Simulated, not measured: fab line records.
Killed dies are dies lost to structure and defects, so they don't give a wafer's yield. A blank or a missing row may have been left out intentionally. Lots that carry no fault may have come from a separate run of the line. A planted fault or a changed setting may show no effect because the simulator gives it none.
Lot-split experiment || flow berkeley-cmos170 || 23 wafers read from 5 lots, route of 331 steps

== THE SPLIT ITSELF ==
At UCB170_V1_CMP_02 (polishes SiO2), the setting leave-above-ref-nm was moved away from the recipe's 1000 nm on 10 of the 23 wafers read, by -7.0% to +2.4%. The other wafers ran this setting at the recipe's value.

Split to reading: the file shows no intervening step.

== THE READING ==
At UCB170_V1_THK_MEAS_04: V1_POLISHED_THK, given in nm. Fault-free wafers of this fab line usually give 999.6 nm, standard deviation 0.92 nm.

{"wafer": "L075.1", "tool, chamber at the split": "cmp-02, 1", "leave-above-ref-nm as run, nm": 1000, "against the recipe": "recipe", "V1_POLISHED_THK, nm": 999.1, "against lot-mates on the recipe": "-"}
{"wafer": "L075.2", "tool, chamber at the split": "cmp-02, 0", "leave-above-ref-nm as run, nm": 931.5, "against the recipe": "-6.9%", "V1_POLISHED_THK, nm": 929.9, "against lot-mates on the recipe": -69.1}
{"wafer": "L075.3", "tool, chamber at the split": "cmp-02, 2", "leave-above-ref-nm as run, nm": 931.5, "against the recipe": "-6.9%", "V1_POLISHED_THK, nm": 931.0, "against lot-mates on the recipe": -68.0}
{"wafer": "L075.4", "tool, chamber at the split": "cmp-02, 3", "leave-above-ref-nm as run, nm": 931.5, "against the recipe": "-6.9%", "V1_POLISHED_THK, nm": 930.6, "against lot-mates on the recipe": -68.4}
{"wafer": "L075.6", "tool, chamber at the split": "cmp-02, 1", "leave-above-ref-nm as run, nm": 1000, "against the recipe": "recipe", "V1_POLISHED_THK, nm": 999.0, "against lot-mates on the recipe": "-"}
{"wafer": "L074.1", "tool, chamber at the split": "cmp-01, 1", "leave-above-ref-nm as run, nm": 1000, "against the recipe": "recipe", "V1_POLISHED_THK, nm": 1000.8, "against lot-mates on the recipe": "-"}
{"wafer": "L074.3", "tool, chamber at the split": "cmp-01, 0,3", "leave-above-ref-nm as run, nm": 1000, "against the recipe": "recipe", "V1_POLISHED_THK, nm": 998.6, "against lot-mates on the recipe": "-"}
{"wafer": "L074.4", "tool, chamber at the split": "cmp-01, 0,3", "leave-above-ref-nm as run, nm": 1000, "against the recipe": "recipe", "V1_POLISHED_THK, nm": 998.6, "against lot-mates on the recipe": "-"}
{"wafer": "L079.1", "tool, chamber at the split": "cmp-02, 0,1", "leave-above-ref-nm as run, nm": 1024, "against the recipe": "+2.4%", "V1_POLISHED_THK, nm": 1022.6, "against lot-mates on the recipe": "+23.0"}
{"wafer": "L079.2", "tool, chamber at the split": "cmp-02, 3", "leave-above-ref-nm as run, nm": 1000, "against the recipe": "recipe", "V1_POLISHED_THK, nm": 999.7, "against lot-mates on the recipe": "-"}
{"wafer": "L079.3", "tool, chamber at the split": "cmp-02, 0,1", "leave-above-ref-nm as run, nm": 1024, "against the recipe": "+2.4%", "V1_POLISHED_THK, nm": 1024.2, "against lot-mates on the recipe": "+24.6"}
{"wafer": "L079.4", "tool, chamber at the split": "cmp-02, 2", "leave-above-ref-nm as run, nm": 1024, "against the recipe": "+2.4%", "V1_POLISHED_THK, nm": 1024.8, "against lot-mates on the recipe": "+25.2"}
{"wafer": "L079.5", "tool, chamber at the split": "cmp-02, 0", "leave-above-ref-nm as run, nm": 1000, "against the recipe": "recipe", "V1_POLISHED_THK, nm": 999.5, "against lot-mates on the recipe": "-"}
{"wafer": "L081.1", "tool, chamber at the split": "cmp-02, 1", "leave-above-ref-nm as run, nm": 1000, "against the recipe": "recipe", "V1_POLISHED_THK, nm": 999.0, "against lot-mates on the recipe": "-"}
{"wafer": "L081.2", "tool, chamber at the split": "cmp-02, 0", "leave-above-ref-nm as run, nm": 1000, "against the recipe": "recipe", "V1_POLISHED_THK, nm": 998.4, "against lot-mates on the recipe": "-"}
{"wafer": "L081.3", "tool, chamber at the split": "cmp-02, 2", "leave-above-ref-nm as run, nm": 1000, "against the recipe": "recipe", "V1_POLISHED_THK, nm": 999.7, "against lot-mates on the recipe": "-"}
{"wafer": "L081.5", "tool, chamber at the split": "cmp-02, 1", "leave-above-ref-nm as run, nm": 929.9, "against the recipe": "-7.0%", "V1_POLISHED_THK, nm": 929.5, "against lot-mates on the recipe": -69.5}
{"wafer": "L081.6", "tool, chamber at the split": "cmp-02, 2", "leave-above-ref-nm as run, nm": 929.9, "against the recipe": "-7.0%", "V1_POLISHED_THK, nm": 929.6, "against lot-mates on the recipe": -69.4}
{"wafer": "L083.1", "tool, chamber at the split": "cmp-01, 3", "leave-above-ref-nm as run, nm": 952.1, "against the recipe": "-4.8%", "V1_POLISHED_THK, nm": 951.6, "against lot-mates on the recipe": -48.0}
{"wafer": "L083.2", "tool, chamber at the split": "cmp-01, 2", "leave-above-ref-nm as run, nm": 952.1, "against the recipe": "-4.8%", "V1_POLISHED_THK, nm": 951.4, "against lot-mates on the recipe": -48.2}
{"wafer": "L083.3", "tool, chamber at the split": "cmp-01, 0", "leave-above-ref-nm as run, nm": 1000, "against the recipe": "recipe", "V1_POLISHED_THK, nm": 999.3, "against lot-mates on the recipe": "-"}
{"wafer": "L083.5", "tool, chamber at the split": "cmp-01, 2", "leave-above-ref-nm as run, nm": 1000, "against the recipe": "recipe", "V1_POLISHED_THK, nm": 999.9, "against lot-mates on the recipe": "-"}
{"wafer": "L083.6", "tool, chamber at the split": "cmp-01, 3", "leave-above-ref-nm as run, nm": 1000, "against the recipe": "recipe", "V1_POLISHED_THK, nm": 999.7, "against lot-mates on the recipe": "-"}
Where a row lists several chambers, the file gives one row for several wafers and doesn't say which wafer went through which chamber.

THE FIT
A straight line over all 23 wafers: V1_POLISHED_THK changes by +10 nm for each +1% of leave-above-ref-nm; r = +1.00; the points scatter about the line by 0.67 nm.
The same after taking each lot's own level away (the mean of its wafers on the recipe; 23 wafers): +10 nm for each +1%; r = +1.00; scatter 0.64 nm.
That fit puts the effect of the largest move of leave-above-ref-nm on the reading at 70 nm.
Across the lots, their own levels run from 999.03 to 999.63 nm, a range of 0.7 times the standard deviation given above.
The two slopes are in agreement: the lot-to-lot level therefore moves the slope only a little.
Check: -70.1 nm against its lot-mates is what the line predicts for one of the wafers moved furthest among these (-7.0%) when that wafer is left out of the fit. It came out at -69.5 nm against them.

== FURTHER SPLITS ON THESE WAFERS ==
These wafers also went through other splits before the reading. Each is held against what the fit with the lots' levels taken away leaves over:
{"other split on the same wafers": "UCB170_PSD_IMPLANT_08 energy-kev", "wafers away from the commonest value": 8, "r with V1_POLISHED_THK (lot level and that fit taken away)": -0.12}
{"other split on the same wafers": "UCB170_NSD_EXPOSE_03 dose-mj", "wafers away from the commonest value": 4, "r with V1_POLISHED_THK (lot level and that fit taken away)": "+0.05"}
{"other split on the same wafers": "UCB170_BACKSIDE_STRIP_03 power-w", "wafers away from the commonest value": 7, "r with V1_POLISHED_THK (lot level and that fit taken away)": "+0.06"}
{"other split on the same wafers": "UCB170_SILICIDE_SPUTTER_01 time-s", "wafers away from the commonest value": 9, "r with V1_POLISHED_THK (lot level and that fit taken away)": -0.04}
{"other split on the same wafers": "UCB170_M1_PEB_07 peb-temp-c", "wafers away from the commonest value": 5, "r with V1_POLISHED_THK (lot level and that fit taken away)": -0.10}

== THE WHOLE CHAIN: every reading that the file lists as answering this split, in the file's order ==
{"step": "UCB170_V1_CMP_02", "what it does": "polishes SiO2", "reading": "SiO2_of_V1_CVD_00.thk-nm (the simulator's own value, which no gauge read)", "change (the file's fit)": "+9.99 nm for each +1% of the setting", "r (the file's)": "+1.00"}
{"step": "UCB170_V1_THK_MEAS_04", "what it does": "", "reading": "V1_POLISHED_THK", "change (the file's fit)": "+9.98 for each +1% of the setting", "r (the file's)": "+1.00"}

== THE FILE'S OWN FIT ==
V1_POLISHED_THK changes by +9.98 nm for each +1% of leave-above-ref-nm, r = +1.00.
